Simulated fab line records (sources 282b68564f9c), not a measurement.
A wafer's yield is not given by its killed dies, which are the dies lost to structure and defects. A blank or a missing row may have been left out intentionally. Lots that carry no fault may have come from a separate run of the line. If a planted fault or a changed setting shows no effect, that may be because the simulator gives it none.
The tool behind it: which one? / flow ritCmos / 21 wafers from 7 lots sampled at 2 of the route's 202 steps

## WHAT THE GAUGES SHOWED, per wafer
RIT_SPACER_THK_MEAS_04.
lot=L844; measured=day 3 17:43; on=filmMetro-02; SPACER_NITRIDE_THK (nm)=253.4 252.7 252.4
lot=L848; measured=day 4 10:35; on=filmMetro-03; SPACER_NITRIDE_THK (nm)=249.1 252.9 251.5
lot=L852; measured=day 5 09:34; on=filmMetro-02; SPACER_NITRIDE_THK (nm)=249.4 252.0 247.7
lot=L854; measured=day 5 21:01; on=filmMetro-02; SPACER_NITRIDE_THK (nm)=249.5 248.9 248.2
lot=L856; measured=day 6 03:33; on=filmMetro-04; SPACER_NITRIDE_THK (nm)=248.3 248.0 250.3
lot=L858; measured=day 6 17:30; on=filmMetro-03; SPACER_NITRIDE_THK (nm)=250.1 250.4 251.8
lot=L863; measured=day 7 18:02; on=filmMetro-04; SPACER_NITRIDE_THK (nm)=266.6 267.8 267.5

## EACH LOT AND THE TOOL THAT RAN IT (in order: tool; ch and the chambers of the sampled wafers; start)
lot=L844; RIT_SPACER_CVD_03=lpcvd-01 ch 1, day 3 15:48
lot=L848; RIT_SPACER_CVD_03=lpcvd-01 ch 1, day 4 08:39
lot=L852; RIT_SPACER_CVD_03=lpcvd-01 ch 1, day 5 07:39
lot=L854; RIT_SPACER_CVD_03=lpcvd-01 ch 1, day 5 19:05
lot=L856; RIT_SPACER_CVD_03=lpcvd-01 ch 1, day 6 01:36
lot=L858; RIT_SPACER_CVD_03=lpcvd-02 ch 0, day 6 15:35
lot=L863; RIT_SPACER_CVD_03=lpcvd-02 ch 0, day 7 16:05
- RIT_SPACER_CVD_03: deposits Si3N4 from SiH2Cl2/NH3, target thk 250 nm, time 3300 s.

## THE ANSWER, worked out from the rows above alone
Rule: what is usual is taken from the lots themselves. The widest of any qualifying gaps counts: lots, ordered by their means at a reading, are off when they make up no more than a third of the lots, leave a main group of 4 or more, and stand apart from it by 3 or more times the standard deviation of that group's means. The tables above print the reading to a certain number of digits; a main group whose means all agree to those digits is not used. A lot without any number at a reading at which 4 lots or more have one is off too. Any other lot the step has rows for is counted as sound.
Off: L863, at RIT_SPACER_THK_MEAS_04 (SPACER_NITRIDE_THK). For the main group the mean is 250.4 nm and the standard deviation 1.4.
If a tool, at a process step before that reading, ran all the lots that are off and no sound lot after the first of them, it fits. Those tools and the gauges at RIT_SPACER_THK_MEAS_04 are tried in the same way. 2 tools fit, lpcvd-02 at RIT_SPACER_CVD_03 and filmMetro-04 at RIT_SPACER_THK_MEAS_04, so this cannot tell which one it is.

## WHAT THE SIMULATOR PUT IN
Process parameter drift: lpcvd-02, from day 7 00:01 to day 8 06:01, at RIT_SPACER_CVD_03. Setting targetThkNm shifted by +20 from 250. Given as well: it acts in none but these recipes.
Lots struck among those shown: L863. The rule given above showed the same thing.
